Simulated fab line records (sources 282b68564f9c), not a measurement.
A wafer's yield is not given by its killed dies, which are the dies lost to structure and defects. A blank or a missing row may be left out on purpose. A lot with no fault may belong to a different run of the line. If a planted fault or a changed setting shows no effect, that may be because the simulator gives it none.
The tool behind it: which one? / flow rit-cmos / 7 lots with 21 wafers sampled at 2 steps, on a route of 202 steps

## WHAT EACH GAUGE READ, for each wafer
RIT_M1_CD_MEAS_90 targets a cd of 2600 nm.
lot=L201; measured=day 3 21:04; on=cd-sem-01; cd-nm (nm)=2598 2601 2599
lot=L204; measured=day 4 11:49; on=cd-sem-02; cd-nm (nm)=2596 2596 2598
lot=L206; measured=day 5 01:14; on=cd-sem-01; cd-nm (nm)=2598 2598 2598
lot=L209; measured=day 5 17:38; on=cd-sem-02; cd-nm (nm)=2602 2602 2599
lot=L213; measured=day 6 05:35; on=cd-sem-02; cd-nm (nm)=2593 2593 2592
lot=L220; measured=day 7 18:31; on=cd-sem-02; cd-nm (nm)=2600 2598 2600
lot=L223; measured=day 8 08:35; on=cd-sem-02; cd-nm (nm)=2601 2599 2601

## WHICH TOOL RAN EACH LOT (tool, then ch and the chambers of the sampled wafers, then the start)
lot=L201; RIT_M1_METAL_ETCH_12=rie-metal-01 ch 0,1, day 3 20:32
lot=L204; RIT_M1_METAL_ETCH_12=rie-metal-01 ch 0,1, day 4 11:16
lot=L206; RIT_M1_METAL_ETCH_12=rie-metal-01 ch 0,1, day 5 00:43
lot=L209; RIT_M1_METAL_ETCH_12=rie-metal-02 ch 0,1, day 5 17:08
lot=L213; RIT_M1_METAL_ETCH_12=rie-metal-01 ch 1, day 6 05:04
lot=L220; RIT_M1_METAL_ETCH_12=rie-metal-02 ch 0,1, day 7 18:00
lot=L223; RIT_M1_METAL_ETCH_12=rie-metal-02 ch 0,1, day 8 08:05
- RIT_M1_METAL_ETCH_12: etches Al in Cl2/BCl3, stops on SiO2, time 165 s, target depth 600 nm.

## THE ANSWER, worked out from the rows above alone
Rule: what is usual is taken from the lots themselves. The widest of any qualifying gaps counts: lots, ordered by their means at a reading, are off when they make up no more than a third of the lots, leave a main group of 4 or more, and stand apart from it by 3 or more times the standard deviation of that group's means. The tables above print the reading to a certain number of digits; a main group whose means all agree to those digits is not used. Also off: a lot with no number at a reading for which 4 or more lots have one. Any other lot the step has rows for is counted as sound.
No lot is off at any reading shown: from this, nothing can be told.

## WHAT WAS PUT IN BY THE SIMULATOR
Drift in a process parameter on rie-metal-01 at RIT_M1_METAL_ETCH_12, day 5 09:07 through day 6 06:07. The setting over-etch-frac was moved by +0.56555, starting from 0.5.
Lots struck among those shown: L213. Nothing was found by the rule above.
